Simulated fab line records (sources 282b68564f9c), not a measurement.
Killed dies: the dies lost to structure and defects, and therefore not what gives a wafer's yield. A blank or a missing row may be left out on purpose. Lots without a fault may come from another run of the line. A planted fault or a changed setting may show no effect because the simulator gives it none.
fab line records    flow rit-cmos
record lots=5  wafers=23
route steps=202 shown PSD@150 PLDD@159 NLDD@160 SILICIDE@162 CONTACT@171 M1@184
start-h: start of the lot's first displayed wafer, in hours after the record's first day    wait-h: hours since the lot's step before    " same as the row above    L1.1+2: a row that stands for several wafers    - either no value or no given start    * or withheld: withheld    < > ~ a bound
route shown NAME@n: NAME is a module with steps in the file, n the number in the route of the first one    usual: the fault-free wafers' mean and standard deviation    same: alike in all rows    chamber/n: place in a boat    sites: per-site readings    _std_site: standard deviation across them    _edge_site: inner sites' mean taken away from outer sites' mean    radius-mm: for every site, how far away it sits from the centre of the wafer    mask NAME#n: copy n    behind: tool/chamber where the wafer was last shaped    hold: what put the lot on hold/how long, in hours/how the hold closed    device: which transistor (n, p or np) failed to switch    end of line: the route-end tests of the same wafers    a step without rows: its recipe alone    killed: at the first sort, the dies lost to defects and structure; wafer yield is something else    map: a wafer's dies, x killed, . not, _ none there
set.NAME: setting as actually run; set.NAME@STEP: the setting as run at that earlier step    model.NAME: the simulator's own value behind a step, which no gauge read
one table per step and one row per wafer, for lots whose settings were changed on purpose
## steps
# step RIT_PSD_IMPLANT_08
# recipe species=BF2  energy-kev=27  dose-cm2=5e+15  tilt-deg=7
lot.wafer   tool          chamber  start-h  wait-h  set.tilt-deg
L076.1+5+6  implanter-02  0        70.34    0.1     7.489
L076.2+3    "             0        "        "       7
L081.2+3+6  implanter-01  0        88.50    0.1     7
L081.4+5    "             0        "        "       6.33
L083.1+4+6  implanter-02  0        96.88    0.1     7
L083.2+5    "             0        "        "       6.557
L084.1+3+4  implanter-02  0        102.65   0.1     6.115
L084.5+6    "             0        "        "       7
L085.3+5+6  implanter-02  0        104.84   0.1     7
# step RIT_PSD_STRIP_09
# recipe chemistry=O2  time-s=180  resist=NOVOLAK  platen-temp-c=withheld  power-w=500  pressure-mtorr=4000  o2-flow-sccm=4000
# step RIT_SDANNEAL_RS_MEAS_06
# recipe thk-meas-gauge=four-point-probe
# usual PLDD_RS=178.6/0.48
lot.wafer  tool           chamber  start-h  wait-h  set.energy-kev@PLDD_IMPLANT_08  PLDD_RS[ohm/sq]
L076.1     film-metro-04  -        71.39    0.1     20.79                           176.0
L076.2     "              -        "        "       20.79                           176.3
L076.3     "              -        "        "       20                              178.9
L076.5     "              -        "        "       20.79                           175.9
L076.6     "              -        "        "       20                              178.3
L081.2     film-metro-03  -        89.62    0.1     20                              178.8
L081.3     "              -        "        "       18.91                           182.2
L081.4     "              -        "        "       20                              178.9
L081.5     "              -        "        "       20                              178.2
L081.6     "              -        "        "       18.91                           182.5
L083.1     film-metro-04  -        97.93    0.1     20                              179.2
L083.2     "              -        "        "       20                              179.3
L083.4     "              -        "        "       19.56                           180.4
L083.5     "              -        "        "       20                              179.4
L083.6     "              -        "        "       19.56                           181.4
L084.1     film-metro-01  -        103.70   0.1     20.54                           176.0
L084.3     "              -        "        "       20                              178.5
L084.4     "              -        "        "       20.54                           176.4
L084.5     "              -        "        "       20                              178.6
L084.6     "              -        "        "       20.54                           176.9
L085.3     film-metro-01  -        105.88   0.1     20                              178.7
L085.5     "              -        "        "       20                              178.7
L085.6     "              -        "        "       20                              178.5
# step RIT_SDANNEAL_RS_MEAS_07
# recipe thk-meas-gauge=four-point-probe
# usual NLDD_RS=151.5/0.49
lot.wafer  tool           chamber  start-h  wait-h  set.dose-cm2@NLDD_IMPLANT_08  NLDD_RS[ohm/sq]
L076.1     film-metro-04  -        71.51    0.1     4.817e+14                     155.9
L076.2     "              -        "        "       4.817e+14                     155.6
L076.3     "              -        "        "       5e+14                         151.2
L076.5     "              -        "        "       5e+14                         151.3
L076.6     "              -        "        "       4.817e+14                     156.1
L081.2     film-metro-03  -        89.74    0.1     5e+14                         151.1
L081.3     "              -        "        "       5e+14                         152.0
L081.4     "              -        "        "       5e+14                         151.2
L081.5     "              -        "        "       5e+14                         151.5
L081.6     "              -        "        "       5e+14                         151.8
L083.1     film-metro-04  -        98.05    0.1     5.289e+14                     145.3
L083.2     "              -        "        "       5e+14                         151.7
L083.4     "              -        "        "       5e+14                         152.0
L083.5     "              -        "        "       5.289e+14                     144.9
L083.6     "              -        "        "       5e+14                         151.4
L084.1     film-metro-01  -        103.82   0.1     5e+14                         151.0
L084.3     "              -        "        "       4.859e+14                     154.7
L084.4     "              -        "        "       4.859e+14                     153.9
L084.5     "              -        "        "       4.859e+14                     154.5
L084.6     "              -        "        "       5e+14                         150.2
L085.3     film-metro-01  -        106.00   0.1     5e+14                         150.8
L085.5     "              -        "        "       5e+14                         150.7
L085.6     "              -        "        "       5e+14                         150.5
# step RIT_SILICIDE_SPUTTER_01
# recipe material=Ti  target-thk-nm=30  power-w=350  chamber-pressure-pa=0.667  gas=Ar  time-s=240  substrate-temp-c=25
lot.wafer  tool            chamber  start-h  wait-h  set.power-w  model.Ti_of_SILICIDE_SPUTTER_01.thk-nm
L076.1     pvd-sputter-02  -        -        -       350          30.63
L076.2     "               -        "        "       350          30.82
L076.3     "               -        "        "       350          30.37
L076.5     "               -        "        "       350          30.18
L076.6     "               -        "        "       350          30.92
L081.2     pvd-sputter-01  -        -        -       375.6        32.33
L081.3     "               -        "        "       350          29.86
L081.4     "               -        "        "       375.6        32.07
L081.5     "               -        "        "       350          29.68
L081.6     "               -        "        "       375.6        31.78
L083.1     pvd-sputter-01  -        -        -       350          29.91
L083.2     "               -        "        "       350          29.9
L083.4     "               -        "        "       311.8        26.98
L083.5     "               -        "        "       311.8        27.02
L083.6     "               -        "        "       350          29.87
L084.1     pvd-sputter-04  -        -        -       350          30.48
L084.3     "               -        "        "       361.5        31.33
L084.4     "               -        "        "       361.5        32.08
L084.5     "               -        "        "       361.5        31.59
L084.6     "               -        "        "       350          30.7
L085.3     pvd-sputter-01  -        106.09   0.0     350          30.35
L085.5     "               -        "        "       350          30.16
L085.6     "               -        "        "       350          29.93
# step RIT_SILICIDE_RS_MEAS_02
# recipe thk-meas-gauge=four-point-probe  reads=Ti_of_SILICIDE_SPUTTER_01
# usual SILICIDE_TI_RS=47.9/0.87
lot.wafer  tool           chamber  start-h  wait-h  set.power-w@SILICIDE_SPUTTER_01  SILICIDE_TI_RS[ohm/sq]
L076.1     film-metro-04  -        71.79    0.1     350                              46.5
L076.2     "              -        "        "       350                              46.2
L076.3     "              -        "        "       350                              47.2
L076.5     "              -        "        "       350                              47.6
L076.6     "              -        "        "       350                              46.1
L081.2     film-metro-03  -        90.02    0.1     375.6                            43.6
L081.3     "              -        "        "       350                              48.1
L081.4     "              -        "        "       375.6                            44.0
L081.5     "              -        "        "       350                              48.6
L081.6     "              -        "        "       375.6                            44.5
L083.1     film-metro-04  -        98.34    0.1     350                              48.2
L083.2     "              -        "        "       350                              48.1
L083.4     "              -        "        "       311.8                            54.8
L083.5     "              -        "        "       311.8                            54.7
L083.6     "              -        "        "       350                              48.2
L084.1     film-metro-04  -        104.10   0.1     350                              47.1
L084.3     "              -        "        "       361.5                            45.4
L084.4     "              -        "        "       361.5                            44.1
L084.5     "              -        "        "       361.5                            44.8
L084.6     "              -        "        "       350                              46.7
L085.3     film-metro-03  -        106.28   0.1     350                              47.1
L085.5     "              -        "        "       350                              47.5
L085.6     "              -        "        "       350                              48.0
# step RIT_SILICIDE_THK_MEAS_03
# recipe thk-meas-gauge=xrf  reads=Ti_of_SILICIDE_SPUTTER_01
# usual SILICIDE_TI_THK=30.2/0.45
lot.wafer  tool           chamber  start-h  wait-h  set.power-w@SILICIDE_SPUTTER_01  SILICIDE_TI_THK[nm]
L076.1     film-metro-04  -        71.91    0.1     350                              30.8
L076.2     "              -        "        "       350                              31.0
L076.3     "              -        "        "       350                              30.6
L076.5     "              -        "        "       350                              30.3
L076.6     "              -        "        "       350                              31.1
L081.2     film-metro-03  -        90.13    0.1     375.6                            32.5
L081.3     "              -        "        "       350                              30.0
L081.4     "              -        "        "       375.6                            32.1
L081.5     "              -        "        "       350                              29.8
L081.6     "              -        "        "       375.6                            32.0
L083.1     film-metro-04  -        98.46    0.1     350                              30.1
L083.2     "              -        "        "       350                              30.1
L083.4     "              -        "        "       311.8                            27.1
L083.5     "              -        "        "       311.8                            27.2
L083.6     "              -        "        "       350                              30.1
L084.1     film-metro-04  -        104.22   0.1     350                              30.8
L084.3     "              -        "        "       361.5                            31.6
L084.4     "              -        "        "       361.5                            32.3
L084.5     "              -        "        "       361.5                            31.7
L084.6     "              -        "        "       350                              31.0
L085.3     film-metro-03  -        106.38   0.1     350                              30.4
L085.5     "              -        "        "       350                              30.3
L085.6     "              -        "        "       350                              30.0
# step RIT_CONTACT_COAT_03
# recipe resist=NOVOLAK  spin-rpm=3250  resist-thk-nm=1000
lot.wafer   tool            chamber  start-h  wait-h  set.spin-rpm  model.NOVOLAK_of_CONTACT_COAT_03.thk-nm
L076.1      litho-track-02  0        72.50    0.1     3250          1007
L076.2+6    "               0        "        "       3250          1005
L076.3      "               0        "        "       3392          985.2
L076.5      "               0        "        "       3392          984.5
L081.2      litho-track-04  0        90.65    0.1     3025          1037
L081.3      "               0        "        "       3250          1003
L081.4      "               0        "        "       3250          1002
L081.5      "               0        "        "       3025          1039
L081.6      "               0        "        "       3025          1038
L083.1+5+6  litho-track-02  0        98.95    0.1     3116          1026
L083.2      "               0        "        "       3250          1005
L083.4      "               0        "        "       3250          1003
L084.1      litho-track-02  0        104.73   0.1     3250          1005
L084.3      "               0        "        "       3382          983.7
L084.4      "               0        "        "       3382          985.2
L084.5      "               0        "        "       3250          1002
L084.6      "               0        "        "       3250          1006
L085.3+5    litho-track-02  0        106.90   0.1     3250          1005
L085.6      "               0        "        "       3250          1009
# step RIT_CONTACT_SOFTBAKE_04
# recipe resist=NOVOLAK  temp-c=90  time-s=60
# step RIT_CONTACT_EXPOSE_05
# recipe mask-id=M11  na=0.6  source-shape=conventional  sigma-outer=0.5  target-cd-nm=1000  dose-mj=250
# step RIT_CONTACT_HARDBAKE_10
# recipe resist=NOVOLAK  temp-c=140  time-s=60
lot.wafer  tool            chamber  start-h  wait-h  set.spin-rpm@CONTACT_COAT_03  model.NOVOLAK_of_CONTACT_COAT_03.thk-nm
L076.1     litho-track-04  0        73.59    0.0     3250                          889.2
L076.2     "               0        "        "       3250                          887.6
L076.3     "               0        "        "       3392                          870.3
L076.5     "               0        "        "       3392                          869.7
L076.6     "               0        "        "       3250                          888
L081.2     litho-track-03  0        91.62    0.0     3025                          916.1
L081.3     "               0        "        "       3250                          885.6
L081.4     "               0        "        "       3250                          885.2
L081.5     "               0        "        "       3025                          917.3
L081.6     "               0        "        "       3025                          916.4
L083.1     litho-track-04  0        99.92    0.0     3116                          906
L083.2     "               0        "        "       3250                          887.5
L083.4     "               0        "        "       3250                          885.9
L083.5     "               0        "        "       3116                          906.4
L083.6     "               0        "        "       3116                          906.3
L084.1     litho-track-02  0        105.83   0.0     3250                          887.7
L084.3     "               0        "        "       3382                          869
L084.4     "               0        "        "       3382                          870.4
L084.5     "               0        "        "       3250                          885
L084.6     "               0        "        "       3250                          888.3
L085.3     litho-track-04  0        108.00   0.1     3250                          887.9
L085.5     "               0        "        "       3250                          887.7
L085.6     "               0        "        "       3250                          890.8
# step RIT_CONTACT_ETCH_11
# recipe target-depth-a=4800  over-etch-frac=0.2  stop-on=TiSi2  chemistry=CHF3/CF4/Ar  target=SiO2  CHF3_flow_sccm=50  cf4-flow-sccm=10  Ar_flow_sccm=100  O2_flow_sccm=5  pressure-mtorr=100  rf-w=200  time-s=320
lot.wafer  tool         chamber  start-h  wait-h  set.over-etch-frac  set.spin-rpm@CONTACT_COAT_03  model.NOVOLAK_of_CONTACT_COAT_03.thk-nm
L076.1     rie-diel-01  2        73.74    0.1     0.2                 3250                          774
L076.2     "            3        "        "       0.1503              3250                          774.8
L076.3     "            0        "        "       0.2                 3392                          756.5
L076.5     "            1        "        "       0.1503              3392                          757.8
L076.6     "            2        "        "       0.2                 3250                          774.2
L081.2     rie-diel-02  3        91.74    0.1     0.2                 3025                          800
L081.3     "            0        "        "       0.2                 3250                          772.9
L081.4     "            2        "        "       0.2                 3250                          770.2
L081.5     "            1        "        "       0.2                 3025                          802.4
L081.6     "            0        "        "       0.2                 3025                          804.1
L083.1     rie-diel-02  3        100.07   0.1     0.2                 3116                          789.1
L083.2     "            1        "        "       0.2193              3250                          770.8
L083.4     "            0        "        "       0.2                 3250                          773
L083.5     "            0        "        "       0.2193              3116                          791.7
L083.6     "            1        "        "       0.2193              3116                          788.9
L084.1+6   rie-diel-01  0,2      105.98   0.1     0.2384              3250                          771.4
L084.3     "            1        "        "       0.2                 3382                          754.3
L084.4     "            1        "        "       0.2384              3382                          751.3
L084.5     "            0        "        "       0.2                 3250                          771.7
L085.3     rie-diel-02  0        108.10   0.1     0.2                 3250                          775.3
L085.5     "            1        "        "       0.2                 3250                          773.7
L085.6     "            0        "        "       0.2                 3250                          779
# step RIT_M1_SPUTTER_00
# recipe material=Al  target-thk-nm=400  power-w=2000  chamber-pressure-pa=0.4  gas=Ar  time-s=500  substrate-temp-c=25
lot.wafer  tool            chamber  start-h  wait-h  set.time-s  model.Al_of_M1_SPUTTER_00.thk-nm
L076.1     pvd-sputter-02  -        74.58    0.0     500         403.6
L076.2     "               -        "        "       500         400
L076.3     "               -        "        "       500         408.3
L076.5     "               -        "        "       500         401.9
L076.6     "               -        "        "       500         402.9
L081.2     pvd-sputter-02  -        92.58    0.0     569.5       453.7
L081.3     "               -        "        "       569.5       459.3
L081.4     "               -        "        "       500         405.2
L081.5     "               -        "        "       569.5       454.5
L081.6     "               -        "        "       500         405.1
L083.1     pvd-sputter-02  -        100.93   0.0     551.5       451.7
L083.2     "               -        "        "       551.5       454
L083.4     "               -        "        "       500         405.2
L083.5     "               -        "        "       500         404.9
L083.6     "               -        "        "       500         409.8
L084.1     pvd-sputter-03  -        106.88   0.0     519.4       419.4
L084.3     "               -        "        "       519.4       419.3
L084.4     "               -        "        "       500         404.1
L084.5     "               -        "        "       500         401.5
L084.6     "               -        "        "       500         404
L085.3     pvd-sputter-02  -        108.94   0.0     500         389.4
L085.5     "               -        "        "       500         394.6
L085.6     "               -        "        "       500         395.3
# step RIT_M1_RS_MEAS_01
# recipe thk-meas-gauge=four-point-probe  reads=Al_of_M1_SPUTTER_00
# usual M1_AL_RS=0.0732/0.00092
lot.wafer  tool           chamber  start-h  wait-h  set.time-s@M1_SPUTTER_00  M1_AL_RS[ohm/sq]
L076.1     film-metro-04  -        74.88    0.1     500                       0.0729
L076.2     "              -        "        "       500                       0.0736
L076.3     "              -        "        "       500                       0.0722
L076.5     "              -        "        "       500                       0.0732
L076.6     "              -        "        "       500                       0.0729
L081.2     film-metro-03  -        92.90    0.2     569.5                     0.0645
L081.3     "              -        "        "       569.5                     0.0635
L081.4     "              -        "        "       500                       0.0725
L081.5     "              -        "        "       569.5                     0.0645
L081.6     "              -        "        "       500                       0.0723
L083.1     film-metro-01  -        101.22   0.1     551.5                     0.0649
L083.2     "              -        "        "       551.5                     0.0645
L083.4     "              -        "        "       500                       0.0724
L083.5     "              -        "        "       500                       0.0724
L083.6     "              -        "        "       500                       0.0717
L084.1     film-metro-04  -        107.17   0.1     519.4                     0.0701
L084.3     "              -        "        "       519.4                     0.0701
L084.4     "              -        "        "       500                       0.0730
L084.5     "              -        "        "       500                       0.0732
L084.6     "              -        "        "       500                       0.0728
L085.3     film-metro-01  -        109.28   0.2     500                       0.0755
L085.5     "              -        "        "       500                       0.0744
L085.6     "              -        "        "       500                       0.0745
# step RIT_M1_THK_MEAS_02
# recipe thk-meas-gauge=xrf  reads=Al_of_M1_SPUTTER_00
# usual M1_AL_THK=399/5.3
lot.wafer  tool           chamber  start-h  wait-h  set.time-s@M1_SPUTTER_00  M1_AL_THK[nm]
L076.1     film-metro-04  -        75.00    0.1     500                       400
L076.2     "              -        "        "       500                       395
L076.3     "              -        "        "       500                       403
L076.5     "              -        "        "       500                       397
L076.6     "              -        "        "       500                       398
L081.2     film-metro-03  -        93.01    0.1     569.5                     448
L081.3     "              -        "        "       569.5                     454
L081.4     "              -        "        "       500                       399
L081.5     "              -        "        "       569.5                     449
L081.6     "              -        "        "       500                       401
L083.1     film-metro-01  -        101.34   0.1     551.5                     449
L083.2     "              -        "        "       551.5                     451
L083.4     "              -        "        "       500                       405
L083.5     "              -        "        "       500                       404
L083.6     "              -        "        "       500                       407
L084.1     film-metro-04  -        107.29   0.1     519.4                     417
L084.3     "              -        "        "       519.4                     418
L084.4     "              -        "        "       500                       404
L084.5     "              -        "        "       500                       399
L084.6     "              -        "        "       500                       401
L085.3     film-metro-01  -        109.38   0.1     500                       388
L085.5     "              -        "        "       500                       391
L085.6     "              -        "        "       500                       392
# step RIT_M1_DEVELOP_08
# recipe resist=NOVOLAK  develop-time-s=68  dev-temp-c=23
lot.wafer       tool            chamber  start-h  wait-h  set.dev-temp-c
L076.1+6        litho-track-02  0        -        -       23
L076.2+3+5      "               0        "        "       25.51
L081.2+3+4      litho-track-03  0        -        -       22.04
L081.5+6        "               0        "        "       23
L083.1+2+4+5+6  litho-track-03  0        -        -       23
L084.1+4        litho-track-01  0        -        -       24.58
L084.3+5+6      "               0        "        "       23
L085.3+5+6      litho-track-03  0        -        -       23
# step RIT_M1_HARDBAKE_11
# recipe resist=NOVOLAK  temp-c=140  time-s=120
# step RIT_M1_METAL_ETCH_12
# recipe stop-on=SiO2  chemistry=Cl2/BCl3  target=Al  time-s=165  over-etch-frac=0.5  pressure-mtorr=100  target-depth-a=6000  rf-w=250  Cl2_flow_sccm=60  bcl3-flow-sccm=50
# usual oes-product-au=0.778/0.014
lot.wafer  tool          chamber  start-h  wait-h  set.time-s@M1_SPUTTER_00  oes-product-au
L076.1     rie-metal-02  0        76.58    0.2     500                       0.779
L076.2     "             1        "        "       500                       0.793
L076.3     "             0        "        "       500                       0.777
L076.5     "             1        "        "       500                       0.798
L076.6     "             0        "        "       500                       0.770
L081.2     rie-metal-04  0        94.47    0.2     569.5                     0.844
L081.3     "             0        "        "       569.5                     0.848
L081.4     "             1        "        "       500                       0.795
L081.5     "             1        "        "       569.5                     0.839
L081.6     "             0        "        "       500                       0.790
L083.1     rie-metal-02  1        102.82   0.2     551.5                     0.859
L083.2     "             0        "        "       551.5                     0.831
L083.4     "             1        "        "       500                       0.791
L083.5     "             0        "        "       500                       0.781
L083.6     "             1        "        "       500                       0.800
L084.1     rie-metal-04  0        108.76   0.2     519.4                     0.810
L084.3     "             1        "        "       519.4                     0.808
L084.4     "             0        "        "       500                       0.793
L084.5     "             1        "        "       500                       0.790
L084.6     "             0        "        "       500                       0.789
L085.3     rie-metal-01  0        110.76   0.2     500                       0.738
L085.5     "             0        "        "       500                       0.765
L085.6     "             1        "        "       500                       0.764
## key
split step=RIT_PSD_IMPLANT_08  setting=tilt-deg  stated=7  by=wafer
response none clear
split step=RIT_SILICIDE_SPUTTER_01  setting=power-w  stated=350  by=wafer
response step=RIT_SILICIDE_SPUTTER_01  reading=model.Ti_of_SILICIDE_SPUTTER_01.thk-nm  change=+0.283  per=1%  r=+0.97
response step=RIT_SILICIDE_RS_MEAS_02  reading=SILICIDE_TI_RS  change=-0.602  per=1%  r=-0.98
response step=RIT_SILICIDE_THK_MEAS_03  reading=SILICIDE_TI_THK  change=+0.286  per=1%  r=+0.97
split step=RIT_CONTACT_COAT_03  setting=spin-rpm  stated=3250  by=wafer
response step=RIT_CONTACT_COAT_03  reading=model.NOVOLAK_of_CONTACT_COAT_03.thk-nm  change=-5.07  per=1%  r=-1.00
response step=RIT_CONTACT_HARDBAKE_10  reading=model.NOVOLAK_of_CONTACT_COAT_03.thk-nm  change=-4.44  per=1%  r=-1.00
response step=RIT_CONTACT_ETCH_11  reading=model.NOVOLAK_of_CONTACT_COAT_03.thk-nm  change=-4.35  per=1%  r=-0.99
split step=RIT_CONTACT_ETCH_11  setting=over-etch-frac  stated=0.2  by=wafer
response none clear
split step=RIT_M1_SPUTTER_00  setting=time-s  stated=500  by=wafer
response step=RIT_M1_SPUTTER_00  reading=model.Al_of_M1_SPUTTER_00.thk-nm  change=+3.95  per=1%  r=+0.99
response step=RIT_M1_RS_MEAS_01  reading=M1_AL_RS  change=-0.000644  per=1%  r=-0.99
response step=RIT_M1_THK_MEAS_02  reading=M1_AL_THK  change=+3.89  per=1%  r=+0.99
response step=RIT_M1_METAL_ETCH_12  reading=oes-product-au  change=+0.00424  per=1%  r=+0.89
split step=RIT_M1_DEVELOP_08  setting=dev-temp-c  stated=23  by=wafer
response none clear
split outside-this-file step=RIT_NLDD_IMPLANT_08 setting=dose-cm2
split outside-this-file step=RIT_PLDD_IMPLANT_08 setting=energy-kev
# split outside-this-file: this setting was split too, and the file shows its column; the key of that split is in another file
